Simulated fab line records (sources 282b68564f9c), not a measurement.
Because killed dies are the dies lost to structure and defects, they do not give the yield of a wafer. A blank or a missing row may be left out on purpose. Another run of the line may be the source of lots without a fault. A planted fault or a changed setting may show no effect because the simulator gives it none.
fab line records | flow rit_cmos | part 1 of 2: steps 1 to 33 of 44
record lots=5 | wafers=15 | last_day=6
route steps=202 shown NRETRO@59 PRETRO@64 GATE@75 FOX2@80 REOX@98
lots that met no fault: from a run of the same line without faults
start_h: the number of hours between the record's first day and the start of the first shown wafer of the lot | wait_h: time in hours since the lot's previous step | " identical to the entry in the row above | L1.1+2: several wafers, shown together as one row | - no value, or no start was given | * or withheld: withheld | < > ~ a bound
route shown NAME@n: NAME is a module with steps in the file, n the number in the route of the first one | usual: average and standard deviation across the fault-free wafers | same: alike in all rows | chamber/n: place in a boat | sites: per-site readings | _std_site: standard deviation across them | _edge_site: mean of outer sites minus mean of inner sites | radius_mm: how far each site lies from the wafer's centre | mask NAME#n: copy n | behind: the most recent tool/chamber to have shaped the wafer | hold: why the lot went on hold/how many hours it stayed there/how the hold came to an end | device: names the non-switching transistor (n, p or np) | end of line: tests run on the same wafers once the route is complete | for a step that has no rows: nothing shown but its recipe | killed: count of dies lost to structure and defects at first sort (not the wafer's yield) | map: a wafer's dies, marking killed ones x, the rest . and places with no die _
set.NAME: the setting that was run; set.NAME@STEP: the one run at that earlier step | model.NAME: the simulator's own value behind a step, which no gauge read
lots at some steps of the route; a table a step, a row a wafer
services: from which hour (start_h, from the record's first day; less than 0 if before it) a tool's chamber was out of use, for how many hours, and why
## steps
# step RIT_NRETRO_OVL_MEAS_06
# usual NRETRO_OVL=0.1/1.4
lot.wafer | tool       | chamber | start_h | wait_h | NRETRO_OVL[nm]
L079.1    | overlay-01 | -       | 57.13   | -      | 0.3
L079.2    | "          | -       | "       | "      | -0.3
L079.5    | "          | -       | "       | "      | 0.3
L084.3    | overlay-02 | -       | 85.89   | -      | 0.3
L084.5    | "          | -       | "       | "      | 0.4
L084.6    | "          | -       | "       | "      | -1.1
L087.2    | overlay-01 | -       | 99.25   | -      | 0.4
L087.4    | "          | -       | "       | "      | 3.3
L087.6    | "          | -       | "       | "      | -0.3
L088.1    | overlay-01 | -       | 103.66  | -      | 0.0
L088.3    | "          | -       | "       | "      | 1.1
L088.5    | "          | -       | "       | "      | 0.9
L091.1    | overlay-01 | -       | 116.56  | -      | -3.2
L091.4    | "          | -       | "       | "      | -2.8
L091.5    | "          | -       | "       | "      | -2.7
# step RIT_NRETRO_HARDBAKE_07
# recipe resist=NOVOLAK | temp_c=140 | time_s=120
# usual plate_temp_C=140.01/0.14
lot.wafer | tool           | chamber | start_h | wait_h | plate_temp_C
L079.1    | litho_track-03 | 0       | 57.16   | 0.0    | 139.96
L079.2    | "              | 0       | "       | "      | 140.06
L079.5    | "              | 0       | "       | "      | 140.06
L084.3    | litho_track-03 | 0       | 86.08   | 0.2    | 139.97
L084.5    | "              | 0       | "       | "      | 140.00
L084.6    | "              | 0       | "       | "      | 139.88
L087.2    | litho_track-02 | 0       | 99.32   | 0.1    | 140.10
L087.4    | "              | 0       | "       | "      | 139.99
L087.6    | "              | 0       | "       | "      | 139.90
L088.1    | litho_track-03 | 0       | 103.69  | 0.0    | 140.21
L088.3    | "              | 0       | "       | "      | 140.19
L088.5    | "              | 0       | "       | "      | 140.21
L091.1    | litho_track-04 | 0       | 116.59  | 0.0    | 140.13
L091.4    | "              | 0       | "       | "      | 140.03
L091.5    | "              | 0       | "       | "      | 139.96
# step RIT_NRETRO_IMPLANT_08
# recipe species=P | energy_kev=70 | dose_cm2=1e+13 | tilt_deg=7
lot.wafer  | tool         | chamber | start_h | wait_h
L079.1+2+5 | implanter-04 | 0       | 57.41   | 0.2
L084.3+5+6 | implanter-02 | 0       | 86.29   | 0.2
L087.2+4+6 | implanter-03 | 0       | 99.55   | 0.2
L088.1+3+5 | implanter-04 | 0       | 103.94  | 0.2
L091.1+4+5 | implanter-04 | 0       | 116.84  | 0.2
# step RIT_NRETRO_STRIP_09
# recipe chemistry=O2 | time_s=180 | resist=NOVOLAK | platen_temp_c=withheld | power_w=500 | pressure_mtorr=4000 | o2_flow_sccm=4000
# usual drypump_motor_current_A=5.5/0.53 | o2_flow_sccm=3999/12
lot.wafer | tool            | chamber | start_h | wait_h | drypump_motor_current_A | o2_flow_sccm | rf_hours_counter_h
L079.1    | plasma_asher-01 | 1       | 57.56   | 0.1    | 5.9                     | 4002         | 40
L079.2    | "               | 0       | "       | "      | 4.7                     | 4007         | 40
L079.5    | "               | 1       | "       | "      | 6.0                     | 4004         | -
L084.3    | plasma_asher-04 | 1       | 86.45   | 0.1    | 6.0                     | 3996         | -
L084.5    | "               | 1       | "       | "      | 6.0                     | 4015         | -
L084.6    | "               | 0       | "       | "      | 5.5                     | 3991         | -
L087.2    | plasma_asher-02 | 1       | 99.68   | 0.1    | 6.0                     | 4002         | 46
L087.4    | "               | 0       | "       | "      | 5.0                     | 3978         | -
L087.6    | "               | 1       | "       | "      | 6.0                     | 4007         | -
L088.1    | plasma_asher-04 | 0       | 104.09  | 0.1    | 5.5                     | 4003         | 31
L088.3    | "               | 0       | "       | "      | 5.5                     | 4012         | -
L088.5    | "               | 1       | "       | "      | 6.0                     | 4012         | -
L091.1    | plasma_asher-01 | 0       | 116.99  | 0.1    | 4.7                     | 4015         | 47
L091.4    | "               | 1       | "       | "      | 6.0                     | 4017         | -
L091.5    | "               | 0       | "       | "      | 4.7                     | 4008         | -
# step RIT_NRETRO_TW_MEAS_10
# usual NRETRO_TW=1034/10
lot.wafer | tool          | chamber | start_h | wait_h | NRETRO_TW
L079.1    | film_metro-03 | -       | 57.74   | 0.1    | 1023
L079.2    | "             | -       | "       | "      | 1025
L079.5    | "             | -       | "       | "      | 1021
L084.3    | film_metro-02 | -       | 86.59   | 0.1    | 1028
L084.5    | "             | -       | "       | "      | 1030
L084.6    | "             | -       | "       | "      | 1029
L087.2    | film_metro-02 | -       | 99.86   | 0.1    | 1032
L087.4    | "             | -       | "       | "      | 1027
L087.6    | "             | -       | "       | "      | 1034
L088.1    | film_metro-02 | -       | 104.27  | 0.1    | 1030
L088.3    | "             | -       | "       | "      | 1027
L088.5    | "             | -       | "       | "      | 1033
L091.1    | film_metro-04 | -       | 117.17  | 0.1    | 1050
L091.4    | "             | -       | "       | "      | 1052
L091.5    | "             | -       | "       | "      | 1044
# step RIT_PRETRO_HMDS_00
# recipe prime_time_s=60 | prime_temp_c=140
lot.wafer  | tool           | chamber | start_h | wait_h
L079.1+2+5 | litho_track-04 | 0       | 57.80   | 0.1
L084.3+5+6 | litho_track-04 | 0       | 86.68   | 0.1
L087.2+4+6 | litho_track-01 | 0       | 99.94   | 0.1
L088.1+3+5 | litho_track-01 | 0       | 104.33  | 0.1
L091.1+4+5 | litho_track-01 | 0       | 117.23  | 0.1
# step RIT_PRETRO_COAT_01
# recipe resist=NOVOLAK | spin_rpm=2000 | resist_thk_nm=1300
# usual dispense_pressure_kPa=48/4.2
lot.wafer | tool           | chamber | start_h | wait_h | dispense_pressure_kPa
L079.1    | litho_track-04 | 0       | 57.95   | 0.1    | 54
L079.2    | "              | 0       | "       | "      | 54
L079.5    | "              | 0       | "       | "      | 54
L084.3    | litho_track-04 | 0       | 86.83   | 0.1    | 54
L084.5    | "              | 0       | "       | "      | 54
L084.6    | "              | 0       | "       | "      | 54
L087.2    | litho_track-01 | 0       | 100.09  | 0.1    | 44
L087.4    | "              | 0       | "       | "      | 45
L087.6    | "              | 0       | "       | "      | 45
L088.1    | litho_track-01 | 0       | 104.48  | 0.1    | 44
L088.3    | "              | 0       | "       | "      | 44
L088.5    | "              | 0       | "       | "      | 45
L091.1    | litho_track-01 | 0       | 117.38  | 0.1    | 45
L091.4    | "              | 0       | "       | "      | 45
L091.5    | "              | 0       | "       | "      | 45
# step RIT_PRETRO_SOFTBAKE_02
# recipe resist=NOVOLAK | temp_c=90 | time_s=60
# usual plate_temp_C=90.01/0.12
lot.wafer | tool           | chamber | start_h | wait_h | plate_temp_C
L079.1    | litho_track-04 | 0       | 58.10   | 0.1    | 90.12
L079.2    | "              | 0       | "       | "      | 90.01
L079.5    | "              | 0       | "       | "      | 90.09
L084.3    | litho_track-04 | 0       | 86.98   | 0.1    | 89.90
L084.5    | "              | 0       | "       | "      | 89.84
L084.6    | "              | 0       | "       | "      | 89.96
L087.2    | litho_track-01 | 0       | 100.24  | 0.1    | 90.18
L087.4    | "              | 0       | "       | "      | 90.23
L087.6    | "              | 0       | "       | "      | 90.07
L088.1    | litho_track-01 | 0       | 104.63  | 0.1    | 90.05
L088.3    | "              | 0       | "       | "      | 90.10
L088.5    | "              | 0       | "       | "      | 89.81
L091.1    | litho_track-01 | 0       | 117.53  | 0.1    | 89.90
L091.4    | "              | 0       | "       | "      | 90.25
L091.5    | "              | 0       | "       | "      | 90.04
# step RIT_PRETRO_EXPOSE_03
# recipe mask_id=M5 | na=0.57 | target_cd_nm=43700 | dose_mj=250
# same na=0.57
lot.wafer  | tool             | chamber | start_h | wait_h | mask
L079.1+2+5 | iline_stepper-01 | 0       | 58.25   | 0.1    | M5#0
L084.3+5+6 | iline_stepper-01 | 0       | 87.24   | 0.2    | M5#0
L087.2+4+6 | iline_stepper-02 | 0       | 100.38  | 0.1    | M5#0
L088.1+3+5 | iline_stepper-01 | 0       | 104.90  | 0.2    | M5#0
L091.1+4+5 | iline_stepper-02 | 0       | 117.80  | 0.2    | M5#0
# step RIT_PRETRO_PEB_04
# recipe resist=NOVOLAK | temp_c=withheld | time_s=withheld
lot.wafer  | tool           | chamber | start_h | wait_h
L079.1+2+5 | litho_track-03 | 0       | 58.48   | 0.2
L084.3+5+6 | litho_track-04 | 0       | 87.37   | 0.1
L087.2+4+6 | litho_track-01 | 0       | 100.50  | 0.1
L088.1+3+5 | litho_track-04 | 0       | 105.02  | 0.1
L091.1+4+5 | litho_track-03 | 0       | 117.92  | 0.1
# step RIT_PRETRO_DEVELOP_05
# recipe resist=NOVOLAK | develop_time_s=68 | dev_temp_c=23
lot.wafer  | tool           | chamber | start_h | wait_h
L079.1+2+5 | litho_track-03 | 0       | -       | -
L084.3+5+6 | litho_track-04 | 0       | -       | -
L087.2+4+6 | litho_track-01 | 0       | -       | -
L088.1+3+5 | litho_track-04 | 0       | -       | -
L091.1+4+5 | litho_track-03 | 0       | -       | -
# step RIT_PRETRO_OVL_MEAS_06
# usual PRETRO_OVL=-0.1/1.4
lot.wafer | tool       | chamber | start_h | wait_h | PRETRO_OVL[nm]
L079.1    | overlay-01 | -       | 58.79   | -      | 0.4
L079.2    | "          | -       | "       | "      | -0.1
L079.5    | "          | -       | "       | "      | -0.7
L084.3    | overlay-02 | -       | 87.64   | -      | -0.3
L084.5    | "          | -       | "       | "      | -0.5
L084.6    | "          | -       | "       | "      | -0.7
L087.2    | overlay-02 | -       | 100.80  | -      | -1.6
L087.4    | "          | -       | "       | "      | 1.2
L087.6    | "          | -       | "       | "      | 0.4
L088.1    | overlay-02 | -       | 105.34  | -      | 1.1
L088.3    | "          | -       | "       | "      | 0.6
L088.5    | "          | -       | "       | "      | 1.7
L091.1    | overlay-01 | -       | 118.23  | -      | -0.9
L091.4    | "          | -       | "       | "      | -0.5
L091.5    | "          | -       | "       | "      | -0.5
# step RIT_PRETRO_HARDBAKE_07
# recipe resist=NOVOLAK | temp_c=140 | time_s=120
# usual plate_temp_C=140.00/0.13
lot.wafer | tool           | chamber | start_h | wait_h | plate_temp_C
L079.1    | litho_track-04 | 0       | 58.83   | 0.0    | 140.26
L079.2    | "              | 0       | "       | "      | 140.10
L079.5    | "              | 0       | "       | "      | 140.15
L084.3    | litho_track-04 | 0       | 87.75   | 0.1    | 140.02
L084.5    | "              | 0       | "       | "      | 139.88
L084.6    | "              | 0       | "       | "      | 140.00
L087.2    | litho_track-01 | 0       | 100.87  | 0.1    | 140.15
L087.4    | "              | 0       | "       | "      | 140.16
L087.6    | "              | 0       | "       | "      | 139.98
L088.1    | litho_track-01 | 0       | 105.46  | 0.1    | 140.07
L088.3    | "              | 0       | "       | "      | 139.96
L088.5    | "              | 0       | "       | "      | 140.07
L091.1    | litho_track-03 | 0       | 118.27  | 0.0    | 140.03
L091.4    | "              | 0       | "       | "      | 139.83
L091.5    | "              | 0       | "       | "      | 140.14
# step RIT_PRETRO_IMPLANT_08
# recipe species=B | energy_kev=45 | dose_cm2=1.2e+13 | tilt_deg=7
lot.wafer  | tool         | chamber | start_h | wait_h
L079.1+2+5 | implanter-01 | 0       | 59.08   | 0.2
L084.3+5+6 | implanter-03 | 0       | 87.97   | 0.2
L087.2+4+6 | implanter-01 | 0       | 101.10  | 0.2
L088.1+3+5 | implanter-01 | 0       | 105.71  | 0.2
L091.1+4+5 | implanter-02 | 0       | 118.52  | 0.2
# step RIT_PRETRO_STRIP_09
# recipe chemistry=O2 | time_s=180 | resist=NOVOLAK | platen_temp_c=withheld | power_w=500 | pressure_mtorr=4000 | o2_flow_sccm=4000
# usual drypump_motor_current_A=5.6/0.42 | o2_flow_sccm=4002/13
lot.wafer | tool            | chamber | start_h | wait_h | drypump_motor_current_A | o2_flow_sccm | rf_hours_counter_h
L079.1    | plasma_asher-02 | 1       | 59.23   | 0.1    | 6.0                     | 3996         | 42
L079.2    | "               | 0       | "       | "      | 5.0                     | 4014         | 42
L079.5    | "               | 0       | "       | "      | 5.0                     | 4019         | -
L084.3    | plasma_asher-04 | 0       | 88.13   | 0.1    | 5.5                     | 3998         | -
L084.5    | "               | 1       | "       | "      | 6.0                     | 3997         | -
L084.6    | "               | 0       | "       | "      | 5.5                     | 3998         | -
L087.2    | plasma_asher-02 | 0       | 101.23  | 0.1    | 5.0                     | 4000         | 47
L087.4    | "               | 0       | "       | "      | 5.0                     | 3995         | -
L087.6    | "               | 1       | "       | "      | 6.0                     | 4006         | -
L088.1    | plasma_asher-04 | 0       | 105.86  | 0.1    | 5.5                     | 4004         | 31
L088.3    | "               | 0       | "       | "      | 5.5                     | 3995         | -
L088.5    | "               | 1       | "       | "      | 6.0                     | 3992         | -
L091.1    | plasma_asher-02 | 0       | 118.67  | 0.1    | 5.0                     | 4009         | 0
L091.4    | "               | 1       | "       | "      | 6.0                     | 4022         | -
L091.5    | "               | 0       | "       | "      | 5.0                     | 3984         | -
# step RIT_PRETRO_TW_MEAS_10
# usual PRETRO_TW=471/5.8
lot.wafer | tool          | chamber | start_h | wait_h | PRETRO_TW
L079.1    | film_metro-01 | -       | 59.40   | 0.1    | 473
L079.2    | "             | -       | "       | "      | 474
L079.5    | "             | -       | "       | "      | 474
L084.3    | film_metro-03 | -       | 88.26   | 0.1    | 458
L084.5    | "             | -       | "       | "      | 459
L084.6    | "             | -       | "       | "      | 462
L087.2    | film_metro-03 | -       | 101.41  | 0.1    | 463
L087.4    | "             | -       | "       | "      | 463
L087.6    | "             | -       | "       | "      | 464
L088.1    | film_metro-03 | -       | 106.03  | 0.1    | 460
L088.3    | "             | -       | "       | "      | 462
L088.5    | "             | -       | "       | "      | 462
L091.1    | film_metro-04 | -       | 118.84  | 0.1    | 475
L091.4    | "             | -       | "       | "      | 474
L091.5    | "             | -       | "       | "      | 470
# step RIT_GATE_WET_ETCH_00
# recipe chemistry=BOE | target=SiO2 | target_depth_nm=56 | time_s=60 | dry=n2_spin | dilution=10:1 | temp_c=21.5
lot.wafer  | tool         | chamber | start_h | wait_h
L079.1+2+5 | wet_bench-04 | 1       | 59.46   | 0.1
L084.3+5+6 | wet_bench-04 | 0       | 88.30   | 0.0
L087.2+4+6 | wet_bench-03 | 1       | 101.46  | 0.0
L088.1+3+5 | wet_bench-04 | 2       | 106.09  | 0.1
L091.1+4+5 | wet_bench-01 | 1       | 118.90  | 0.1
# step RIT_GATE_CLEAN_01
# recipe chemistry=SC1 | mix=3:3:50 | time_s=600 | temp_c=75
lot.wafer  | tool         | chamber | start_h | wait_h
L079.1+2+5 | wet_bench-04 | 3       | 59.49   | 0.0
L084.3+5+6 | wet_bench-03 | 1       | 88.33   | 0.0
L087.2+4+6 | wet_bench-04 | 3       | 101.49  | 0.0
L088.1+3+5 | wet_bench-01 | 2       | 106.12  | 0.0
L091.1+4+5 | wet_bench-03 | 2       | 118.95  | 0.0
# step RIT_GATE_CLEAN_02
# recipe chemistry=dHF | dilution=50:1 | time_s=30
lot.wafer  | tool         | chamber | start_h | wait_h
L079.1+2+5 | wet_bench-04 | 0       | 59.66   | 0.0
L084.3+5+6 | wet_bench-04 | 3       | 88.51   | 0.0
L087.2+4+6 | wet_bench-04 | 2       | 101.67  | 0.0
L088.1+3+5 | wet_bench-04 | 0       | 106.29  | 0.0
L091.1+4+5 | wet_bench-01 | 3       | 119.13  | 0.0
# step RIT_GATE_CLEAN_03
# recipe chemistry=SC2 | mix=3:3:50 | time_s=600 | temp_c=75 | dry=n2_spin
lot.wafer  | tool         | chamber | start_h | wait_h
L079.1+2+5 | wet_bench-04 | 2       | 59.68   | 0.0
L084.3+5+6 | wet_bench-01 | 3       | 88.52   | 0.0
L087.2+4+6 | wet_bench-04 | 2       | 101.68  | 0.0
L088.1+3+5 | wet_bench-01 | 0       | 106.31  | 0.0
L091.1+4+5 | wet_bench-03 | 1       | 119.16  | 0.0
# step RIT_GATE_CLEAN_04
# recipe chemistry=dHF | dilution=50:1 | time_s=60 | dry=n2_spin
lot.wafer  | tool         | chamber | start_h | wait_h
L079.1+2+5 | wet_bench-01 | 1       | 59.85   | 0.0
L084.3+5+6 | wet_bench-03 | 1       | 88.70   | 0.0
L087.2+4+6 | wet_bench-01 | 3       | 101.86  | 0.0
L088.1+3+5 | wet_bench-04 | 2       | 106.49  | 0.0
L091.1+4+5 | wet_bench-01 | 1       | 119.34  | 0.0
# step RIT_FOX2_THK_MEAS_91
# recipe reads=SiO2_of_FOX2_OXIDATION_00
# usual FIELD_OXIDE_LEFT_2_THK=258/5.4
lot.wafer | tool          | chamber | start_h | wait_h | FIELD_OXIDE_LEFT_2_THK[nm]
L079.1    | film_metro-02 | -       | 59.88   | 0.0    | 256
L079.2    | "             | -       | "       | "      | 259
L079.5    | "             | -       | "       | "      | 260
L084.3    | film_metro-02 | -       | 88.74   | 0.0    | 259
L084.5    | "             | -       | "       | "      | 255
L084.6    | "             | -       | "       | "      | 256
L087.2    | film_metro-01 | -       | 101.89  | 0.0    | 248
L087.4    | "             | -       | "       | "      | 251
L087.6    | "             | -       | "       | "      | 248
L088.1    | film_metro-02 | -       | 106.51  | 0.0    | 259
L088.3    | "             | -       | "       | "      | 265
L088.5    | "             | -       | "       | "      | 259
L091.1    | film_metro-01 | -       | 119.39  | 0.0    | 263
L091.4    | "             | -       | "       | "      | 271
L091.5    | "             | -       | "       | "      | 268
# step RIT_GATE_OXIDATION_05
# recipe temp_c=900 | ambient=O2 | target_thk_a=30 | ox_time_s=270
# usual zone_power_centre_pct=40/4.3
lot.wafer | tool       | chamber | start_h | wait_h | zone_power_centre_pct
L079.1    | furnace-03 | 0       | 61.49   | 1.6    | 36
L079.2    | "          | 0       | "       | "      | 35
L079.5    | "          | 0       | "       | "      | 35
L084.3    | furnace-03 | 0       | 88.78   | 0.0    | 36
L084.5    | "          | 0       | "       | "      | 36
L084.6    | "          | 0       | "       | "      | 36
L087.2    | furnace-01 | 0       | 103.79  | 1.9    | 40
L087.4    | "          | 0       | "       | "      | 39
L087.6    | "          | 0       | "       | "      | 39
L088.1    | furnace-04 | 0       | 106.57  | 0.1    | 45
L088.3    | "          | 0       | "       | "      | 46
L088.5    | "          | 0       | "       | "      | 46
L091.1    | furnace-01 | 0       | 120.52  | 1.1    | 40
L091.4    | "          | 0       | "       | "      | 40
L091.5    | "          | 0       | "       | "      | 40
# step RIT_GATE_ANNEAL_06
# recipe temp_c=900 | time_s=600 | ambient=N2O
# usual zone_power_centre_pct=39/3.8
lot.wafer | tool       | chamber | start_h | wait_h | zone_power_centre_pct
L079.1    | furnace-01 | 0       | 63.80   | 1.2    | 39
L079.2    | "          | 0       | "       | "      | 40
L079.5    | "          | 0       | "       | "      | 40
L084.3    | furnace-03 | 0       | 89.86   | 0.0    | 36
L084.5    | "          | 0       | "       | "      | 35
L084.6    | "          | 0       | "       | "      | 36
L087.2    | furnace-01 | 0       | 104.87  | 0.0    | 40
L087.4    | "          | 0       | "       | "      | 40
L087.6    | "          | 0       | "       | "      | 39
L088.1    | furnace-04 | 0       | 107.65  | 0.0    | 45
L088.3    | "          | 0       | "       | "      | 46
L088.5    | "          | 0       | "       | "      | 46
L091.1    | furnace-03 | 0       | 122.46  | 0.9    | 36
L091.4    | "          | 0       | "       | "      | 35
L091.5    | "          | 0       | "       | "      | 35
# step RIT_GATE_THK_MEAS_07
# recipe reads=SiO2_of_GATE_OXIDATION_05
# usual GATE_OXIDE_THK=3.03/0.06
lot.wafer | tool          | chamber | start_h | wait_h | GATE_OXIDE_THK[nm]
L079.1    | film_metro-01 | -       | 64.05   | 0.0    | 3.05
L079.2    | "             | -       | "       | "      | 3.02
L079.5    | "             | -       | "       | "      | 3.04
L084.3    | film_metro-01 | -       | 90.13   | 0.0    | 3.02
L084.5    | "             | -       | "       | "      | 3.05
L084.6    | "             | -       | "       | "      | 3.00
L087.2    | film_metro-01 | -       | 105.13  | 0.0    | 3.06
L087.4    | "             | -       | "       | "      | 3.12
L087.6    | "             | -       | "       | "      | 3.06
L088.1    | film_metro-01 | -       | 107.90  | 0.0    | 2.96
L088.3    | "             | -       | "       | "      | 3.03
L088.5    | "             | -       | "       | "      | 3.00
L091.1    | film_metro-02 | -       | 122.71  | 0.0    | 3.15
L091.4    | "             | -       | "       | "      | 3.13
L091.5    | "             | -       | "       | "      | 3.16
# step RIT_GATE_CVD_08
# recipe material=poly-Si | target_thk_nm=250 | temp_c=610 | precursor=SiH4 | time_s=2220 | pressure_mtorr=300 | sih4_flow_sccm=100
# usual pressure_mtorr=299.9/0.6 | zone_power_centre_pct=24/3.3
lot.wafer | tool     | chamber | start_h | wait_h | pressure_mtorr | zone_power_centre_pct
L079.1    | lpcvd-01 | 1       | 65.83   | 1.8    | 301.2          | 20
L079.2    | "        | 1       | "       | "      | 299.7          | 20
L079.5    | "        | 1       | "       | "      | 299.7          | 20
L084.3    | lpcvd-02 | 0       | 90.17   | 0.0    | 300.0          | 23
L084.5    | "        | 0       | "       | "      | 300.3          | 23
L084.6    | "        | 0       | "       | "      | 299.9          | 23
L087.2    | lpcvd-02 | 1       | 105.27  | 0.1    | 300.0          | 27
L087.4    | "        | 1       | "       | "      | 300.2          | 27
L087.6    | "        | 1       | "       | "      | 301.3          | 27
L088.1    | lpcvd-02 | 0       | 107.96  | 0.1    | 300.3          | 23
L088.3    | "        | 0       | "       | "      | 300.0          | 23
L088.5    | "        | 0       | "       | "      | 300.8          | 23
L091.1    | lpcvd-01 | 1       | 122.77  | 0.1    | 299.9          | 20
L091.4    | "        | 1       | "       | "      | 299.5          | 20
L091.5    | "        | 1       | "       | "      | 299.7          | 20
# step RIT_GATE_THK_MEAS_09
# recipe reads=poly-Si_of_GATE_CVD_08
# usual GATE_POLY_THK=251.2/2.5
lot.wafer | tool          | chamber | start_h | wait_h | GATE_POLY_THK[nm]
L079.1    | film_metro-01 | -       | 67.45   | 0.0    | 253.8
L079.2    | "             | -       | "       | "      | 254.0
L079.5    | "             | -       | "       | "      | 255.5
L084.3    | film_metro-02 | -       | 92.61   | 0.0    | 252.1
L084.5    | "             | -       | "       | "      | 250.1
L084.6    | "             | -       | "       | "      | 251.5
L087.2    | film_metro-02 | -       | 106.90  | 0.0    | 246.1
L087.4    | "             | -       | "       | "      | 247.5
L087.6    | "             | -       | "       | "      | 246.3
L088.1    | film_metro-01 | -       | 109.57  | 0.0    | 255.9
L088.3    | "             | -       | "       | "      | 254.0
L088.5    | "             | -       | "       | "      | 254.2
L091.1    | film_metro-01 | -       | 124.38  | 0.0    | 248.7
L091.4    | "             | -       | "       | "      | 249.0
L091.5    | "             | -       | "       | "      | 251.9
# step RIT_GATE_HMDS_10
# recipe prime_time_s=60 | prime_temp_c=140
lot.wafer  | tool           | chamber | start_h | wait_h
L079.1+2+5 | litho_track-02 | 0       | 67.51   | 0.1
L084.3+5+6 | litho_track-02 | 0       | 92.77   | 0.2
L087.2+4+6 | litho_track-02 | 0       | 107.06  | 0.2
L088.1+3+5 | litho_track-03 | 0       | 109.63  | 0.1
L091.1+4+5 | litho_track-03 | 0       | 124.44  | 0.1
# step RIT_GATE_COAT_11
# recipe resist=NOVOLAK | spin_rpm=4250 | resist_thk_nm=850
# usual dispense_pressure_kPa=46.5/1.6
lot.wafer | tool           | chamber | start_h | wait_h | dispense_pressure_kPa
L079.1    | litho_track-02 | 0       | 67.66   | 0.1    | 48.6
L079.2    | "              | 0       | "       | "      | 48.6
L079.5    | "              | 0       | "       | "      | 48.6
L084.3    | litho_track-02 | 0       | 92.92   | 0.1    | 48.5
L084.5    | "              | 0       | "       | "      | 48.6
L084.6    | "              | 0       | "       | "      | 48.6
L087.2    | litho_track-02 | 0       | 107.21  | 0.1    | 48.6
L087.4    | "              | 0       | "       | "      | 48.6
L087.6    | "              | 0       | "       | "      | 48.6
L088.1    | litho_track-03 | 0       | 109.78  | 0.1    | 46.4
L088.3    | "              | 0       | "       | "      | 46.4
L088.5    | "              | 0       | "       | "      | 46.4
L091.1    | litho_track-03 | 0       | 124.59  | 0.1    | 46.4
L091.4    | "              | 0       | "       | "      | 46.4
L091.5    | "              | 0       | "       | "      | 46.4
# step RIT_GATE_SOFTBAKE_12
# recipe resist=NOVOLAK | temp_c=90 | time_s=60
# usual plate_temp_C=90.01/0.12
lot.wafer | tool           | chamber | start_h | wait_h | plate_temp_C
L079.1    | litho_track-02 | 0       | 67.81   | 0.1    | 89.98
L079.2    | "              | 0       | "       | "      | 90.16
L079.5    | "              | 0       | "       | "      | 89.98
L084.3    | litho_track-02 | 0       | 93.07   | 0.1    | 89.84
L084.5    | "              | 0       | "       | "      | 89.84
L084.6    | "              | 0       | "       | "      | 90.32
L087.2    | litho_track-02 | 0       | 107.36  | 0.1    | 89.86
L087.4    | "              | 0       | "       | "      | 90.04
L087.6    | "              | 0       | "       | "      | 89.90
L088.1    | litho_track-03 | 0       | 109.93  | 0.1    | 90.16
L088.3    | "              | 0       | "       | "      | 89.89
L088.5    | "              | 0       | "       | "      | 89.92
L091.1    | litho_track-03 | 0       | 124.74  | 0.1    | 90.03
L091.4    | "              | 0       | "       | "      | 90.16
L091.5    | "              | 0       | "       | "      | 89.98
# step RIT_GATE_EXPOSE_13
# recipe mask_id=M6 | na=0.6 | source_shape=conventional | sigma_outer=0.6 | target_cd_nm=150 | dose_mj=380
# same na=0.6
lot.wafer  | tool             | chamber | start_h | wait_h | mask
L079.1+2+5 | iline_stepper-01 | 0       | 67.96   | 0.1    | M6#0
L084.3+5+6 | iline_stepper-01 | 0       | 93.21   | 0.1    | M6#0
L087.2+4+6 | iline_stepper-01 | 0       | 107.50  | 0.1    | M6#0
L088.1+3+5 | iline_stepper-01 | 0       | 110.08  | 0.1    | M6#0
L091.1+4+5 | iline_stepper-01 | 0       | 124.89  | 0.1    | M6#0
# step RIT_GATE_PEB_14
# recipe resist=NOVOLAK | temp_c=withheld | time_s=withheld
lot.wafer  | tool           | chamber | start_h | wait_h
L079.1+2+5 | litho_track-02 | 0       | 68.08   | 0.1
L084.3+5+6 | litho_track-02 | 0       | 93.34   | 0.1
L087.2+4+6 | litho_track-01 | 0       | 107.62  | 0.1
L088.1+3+5 | litho_track-01 | 0       | 110.20  | 0.1
L091.1+4+5 | litho_track-03 | 0       | 125.01  | 0.1
# step RIT_GATE_DEVELOP_15
# recipe resist=NOVOLAK | develop_time_s=50 | dev_temp_c=23
lot.wafer  | tool           | chamber | start_h | wait_h
L079.1+2+5 | litho_track-02 | 0       | -       | -
L084.3+5+6 | litho_track-02 | 0       | -       | -
L087.2+4+6 | litho_track-01 | 0       | -       | -
L088.1+3+5 | litho_track-01 | 0       | -       | -
L091.1+4+5 | litho_track-03 | 0       | -       | -
